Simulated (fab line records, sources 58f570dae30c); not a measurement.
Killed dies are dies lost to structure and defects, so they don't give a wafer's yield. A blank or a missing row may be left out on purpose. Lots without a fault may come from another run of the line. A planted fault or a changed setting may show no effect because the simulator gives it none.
fab line records | flow berkeley_cmos170
record lots=6 wafers=18 last_day=13
route steps=331 shown M2@273
lots that met no fault: from a run of the same line without faults
start_h: hours from the record's first day to the start of the lot's first wafer shown | wait_h: hours since the lot's step before | " the same as in the row above | L1.1+2: a row that stands for several wafers | - no value, or no start given | * or withheld: withheld | < > ~ a bound
route shown NAME@n: a module of which the file shows steps, and the number in the route of the first | usual: mean/standard deviation of fault-free wafers | same: alike in all rows | chamber/n: place in a boat | sites: the reading at each site | _std_site: their standard deviation | _edge_site: outer sites' mean less inner sites' | radius_mm: how far each site lies from the wafer's centre | mask NAME#n: copy n | behind: the tool/chamber that last shaped the wafer | hold: why the lot was held/for how many hours/how that ended | device: the transistor (n, p or np) that didn't switch | end of line: the same wafers' tests at the end of the route | a step without rows: its recipe alone | killed: dies lost to structure and defects at the first sort, not the wafer's yield | map: a wafer's dies, x killed, . not, _ none there
set.NAME: the setting as run; set.NAME@STEP: as run at that earlier step | model.NAME: the simulator's own value behind a step, which no gauge read
lots at some steps of the route; a table a step, a row a wafer
services: from which hour (start_h, from the record's first day; less than 0 if before it) a tool's chamber was out of use, for how many hours, and why
## steps
# step UCB170_M2_RS_MEAS_02
# recipe thk_meas_gauge=four-point-probe reads=Al_of_M2_SPUTTER_01
# usual M2_AL_RS=0.0323/0.00035
# columns lot.wafer tool chamber start_h wait_h M2_AL_RS[ohm/sq]
L119.1 film_metro-02 - 244.69 0.0 0.0324
L119.2 " - " " 0.0316
L119.3 " - " " 0.0317
L121.2 film_metro-02 - 255.05 0.1 0.0330
L121.3 " - " " 0.0325
L121.5 " - " " 0.0330
L122.1 film_metro-04 - 272.48 0.0 0.0322
L122.3 " - " " 0.0318
L122.5 " - " " 0.0320
L124.3 film_metro-03 - 272.76 0.1 0.0324
L124.5 " - " " 0.0327
L124.6 " - " " 0.0325
L126.1 film_metro-03 - 298.08 0.0 0.0326
L126.5 " - " " 0.0326
L126.6 " - " " 0.0323
L129.1 film_metro-03 - 299.28 0.0 0.0324
L129.2 " - " " 0.0320
L129.5 " - " " 0.0326
# step UCB170_M2_THK_MEAS_03
# recipe thk_meas_gauge=xrf reads=Al_of_M2_SPUTTER_01
# usual M2_AL_THK=862/9.7
# columns lot.wafer tool chamber start_h wait_h M2_AL_THK[nm]
L119.1 film_metro-02 - 244.81 0.1 858
L119.2 " - " " 878
L119.3 " - " " 878
L121.2 film_metro-02 - 255.16 0.1 846
L121.3 " - " " 849
L121.5 " - " " 842
L122.1 film_metro-04 - 272.60 0.1 867
L122.3 " - " " 875
L122.5 " - " " 869
L124.3 film_metro-03 - 272.86 0.1 858
L124.5 " - " " 852
L124.6 " - " " 853
L126.1 film_metro-03 - 298.20 0.1 852
L126.5 " - " " 851
L126.6 " - " " 861
L129.1 film_metro-03 - 299.40 0.1 854
L129.2 " - " " 871
L129.5 " - " " 852
# step UCB170_M2_HMDS_04
# recipe prime_time_s=60 prime_temp_c=100
# step UCB170_M2_COAT_05
# recipe resist=KrF spin_rpm=1500 resist_thk_nm=900
# step UCB170_M2_SOFTBAKE_06
# recipe resist=KrF temp_c=130 time_s=60
# step UCB170_M2_STRIP_07
# recipe chemistry=O2 power_w=400 pressure_mtorr=3500 platen_temp_c=withheld o2_flow_sccm=400 overash_fraction=0.5
# usual drypump_motor_current_A=5.5/0.44 oes_product_au=0.734/0.0047 strip_time_to_endpoint_s=22.00/0.068
# columns lot.wafer tool chamber start_h wait_h drypump_motor_current_A oes_product_au rf_hours_counter_h strip_time_to_endpoint_s
L119.1 plasma_asher-02 1 245.45 0.1 5.9 0.723 54 21.94
L119.2 " 0 " " 5.6 0.726 54 21.98
L119.3 " 1 " " 5.9 0.733 - 21.95
L121.2 plasma_asher-04 0 255.66 0.1 4.9 0.733 48 22.04
L121.3 " 1 " " 5.4 0.735 - 22.11
L121.5 " 1 " " 5.3 0.737 - 22.09
L122.1 plasma_asher-02 1 273.44 0.1 5.9 0.730 57 21.92
L122.3 " 0 " " 5.6 0.732 - 21.96
L122.5 " 0 " " 5.5 0.728 - 21.95
L124.3 plasma_asher-04 1 273.87 0.1 5.3 0.727 - 22.09
L124.5 " 1 " " 5.3 0.738 - 22.08
L124.6 " 0 " " 4.9 0.733 - 22.10
L126.1 plasma_asher-04 0 298.71 0.1 4.9 0.726 52 22.02
L126.5 " 1 " " 5.3 0.743 - 21.99
L126.6 " 0 " " 4.9 0.727 - 22.05
L129.1 plasma_asher-02 0 299.91 0.1 5.6 0.743 60 22.01
L129.2 " 1 " " 5.9 0.736 60 22.08
L129.5 " 0 " " 5.5 0.733 - 22.05
# step UCB170_M2_STRIP_08
# recipe chemistry=DMSO temp_c=80 time_s=600 material=KrF
# step UCB170_M2_COAT_09
# recipe resist=BARC temp_c=withheld time_s=withheld spin_rpm=3000 resist_thk_nm=withheld
# step UCB170_M2_COAT_10
# recipe resist=KrF spin_rpm=1500 resist_thk_nm=900
# step UCB170_M2_SOFTBAKE_11
# recipe resist=KrF temp_c=130 time_s=60
# step UCB170_M2_EXPOSE_12
# recipe mask_id=METAL2 target_cd_nm=700 na=0.5 sigma_outer=0.6 source_shape=conventional dose_mj=26
# step UCB170_M2_PEB_13
# recipe peb_temp_c=130 peb_time_s=withheld resist=KrF
# step UCB170_M2_DEVELOP_14
# recipe developer=TMAH develop_time_s=45 resist=KrF dev_temp_c=21
# usual chill_plate_temp_C=23.01/0.11 develop_time_s=45/0 resist_line_temp_C=23.02/0.1
# columns lot.wafer tool chamber start_h wait_h chill_plate_temp_C develop_time_s resist_line_temp_C model.KrF_of_M2_COAT_10.thk_nm
L119.1 litho_track-01 0 246 - 23.03 45 23.05 886.3
L119.2 " 0 " " 22.84 45 23.03 883.6
L119.3 " 0 " " 23.06 45 23.10 886
L121.2 litho_track-02 0 256 - 23.03 45 22.93 884.3
L121.3 " 0 " " 22.99 45 22.97 882.9
L121.5 " 0 " " 22.93 45 22.89 882.7
L122.1 litho_track-02 0 275 - 22.96 45 22.92 889.9
L122.3 " 0 " " 22.88 45 22.98 890
L122.5 " 0 " " 22.86 45 22.88 892.5
L124.3 litho_track-02 - 275 - - - - 899.7
L124.5 " - " " - - - 904.8
L124.6 " - " " - - - 902.4
L126.1 litho_track-02 - 301 - - - - 899.5
L126.5 " - " " - - - 900.5
L126.6 " - " " - - - 901.8
L129.1 litho_track-01 0 301 - 22.91 45 23.13 890.1
L129.2 " 0 " " 22.95 45 23.01 887.4
L129.5 " 0 " " 22.90 45 22.89 889.2
# step UCB170_M2_CD_MEAS_15
# recipe target_cd_nm=700
# usual cd_nm=700.1/1.3
# columns lot.wafer tool chamber start_h wait_h cd_nm
L119.1 cd_sem-02 - 247.06 - 700.1
L119.2 " - " " 699.9
L119.3 " - " " 700.5
L121.2 cd_sem-01 - 256.92 - 701.9
L121.3 " - " " 701.8
L121.5 " - " " 701.3
L122.1 cd_sem-01 - 275.74 - 700.8
L122.3 " - " " 701.8
L122.5 " - " " 703.1
L124.3 cd_sem-01 - 276.05 - -
L124.5 " - " " -
L124.6 " - " " -
L126.1 cd_sem-02 - 301.37 - -
L126.5 " - " " -
L126.6 " - " " -
L129.1 cd_sem-02 - 301.71 - 698.9
L129.2 " - " " 699.9
L129.5 " - " " 699.6
## services
# columns tool chamber start_h hours kind
plasma_asher-04 - 249.59 1.6 repair
plasma_asher-02 - 282.34 2.1 repair
## key
first_sign step=UCB170_M2_DEVELOP_14 reading=tool_record direction=missing
effect none on later readings
model_effect step=UCB170_M2_DEVELOP_14 value=KrF_of_M2_COAT_10.thk_nm without=887.2 struck=901.4
met_at UCB170_M2_DEVELOP_14
struck_wafers L124.3,L124.5,L124.6,L126.1,L126.5,L126.6
later_rows_left_out L124.3,L124.5,L124.6,L126.1,L126.5,L126.6
sort_left_out L124.3,L124.5,L124.6,L126.1,L126.5,L126.6
fault kind=skipped_step_whole tool=litho_track-02 chamber=- onset_h=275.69 steps=UCB170_M2_DEVELOP_14 scope=struck_lots_only
# sort_left_out: the simulated sort isn't trusted on such a fault, so these wafers' sort isn't shown, and their yield isn't known
# later_rows_left_out: the simulator's readings of these wafers behind a module that went badly wrong aren't trusted and aren't shown, but for the sort
